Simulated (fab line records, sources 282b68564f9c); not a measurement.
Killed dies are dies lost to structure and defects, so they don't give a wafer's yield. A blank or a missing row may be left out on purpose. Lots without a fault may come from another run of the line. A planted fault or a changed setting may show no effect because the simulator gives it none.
One fault seen from 2 desks | flow rit_cmos | each desk has only its own numbers; what lay behind them comes last

THE TOOL OWNER'S DESK: implanter-02
The tool's own readings at RIT_NWELL_IMPLANT_08: means of the sampled wafers that have a number, for each lot that ran on this tool. A lot is out of limits, marked OUT, if its mean lies more than 4 standard deviations from the usual mean; the brackets give that distance.
Columns: A = beam_energy_keV at RIT_NWELL_IMPLANT_08, usual 170.00; B = beam_on_s at RIT_NWELL_IMPLANT_08, usual 9.99 s; C = dose_ions_cm2 at RIT_NWELL_IMPLANT_08, usual 5e+13
lot  | first seen here | A                        | B     | C
L434 | day 2 09:45     | 170.03                   | 9.83  | 5e+13
L437 | day 2 18:13     | 170.02                   | 10.34 | 5e+13
L439 | day 3 04:12     | 169.96                   | 10.06 | 5e+13
L443 | day 4 01:17     | 170.00                   | 9.96  | 5e+13
L444 | day 4 09:30     | 170.00                   | 10.03 | 5e+13
L447 | day 4 20:22     | 169.99                   | 10.20 | 5e+13
L452 | day 5 22:30     | 118.99 (-99 or more) OUT | 10.02 | 5e+13
L453 | day 6 01:25     | 118.99 (-99 or more) OUT | 9.92  | 5e+13
This desk's finding: out of limits on L452, L453; first on L452, day 5 22:30 (beam_energy_keV at RIT_NWELL_IMPLANT_08). In limits: L434, L437, L439, L443, L444, L447.

THE METROLOGY DESK
What the gauges read, lot by lot, whatever tool the lot ran on: means of the sampled wafers that have a number. A lot is out of limits, marked OUT, if its mean lies more than 4 standard deviations from the usual mean; the brackets give that distance.
Columns: A = NWELL_TW at RIT_NWELL_TW_MEAS_10, usual 2150; B = NWELL_RS at RIT_WELLDRIVE_RS_MEAS_01, usual 275.4 ohm/sq
lot  | first seen here | A               | B
L433 | day 2 03:43     | 2124            | 275.7
L434 | day 2 10:04     | 2166            | 274.9
L435 | day 2 10:19     | 2171            | 274.8
L436 | day 2 14:58     | 2123            | 276.5
L437 | day 2 18:33     | 2167            | 274.3
L438 | day 2 23:46     | 2164            | 276.0
L439 | day 3 04:32     | 2168            | 275.7
L440 | day 3 10:50     | 2167            | 277.0
L443 | day 4 01:35     | 2124            | 273.4
L444 | day 4 09:47     | 2160            | 275.8
L445 | day 4 14:29     | 2116            | 275.0
L447 | day 4 20:42     | 2113            | 275.7
L452 | day 5 22:49     | 2016 (-5.3) OUT | 278.1
L453 | day 6 01:42     | 2000 (-6.0) OUT | 278.0
This desk's finding: out of limits on L452, L453; first on L452, day 5 22:49 (NWELL_TW at RIT_NWELL_TW_MEAS_10). In limits: L433, L434, L435, L436, L437, L438, L439, L440, L443, L444, L445, L447.

PUT TOGETHER
The tool owner's desk could have raised an alarm at day 5 22:30, on L452, L453.
The metrology desk could have raised an alarm at day 5 22:49, on L452, L453.
Of the lots named, all ran RIT_NWELL_IMPLANT_08 on implanter-02.

WHAT THE SIMULATOR HAD PUT IN
Process parameter drift: implanter-02, from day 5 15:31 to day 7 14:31, at RIT_NWELL_IMPLANT_08. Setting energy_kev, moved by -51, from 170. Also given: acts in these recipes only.
Lots struck among those shown: L452, L453.
Hours from the fault's start to each desk's first reading out of limits: the tool owner's desk, 7; the metrology desk, 7.
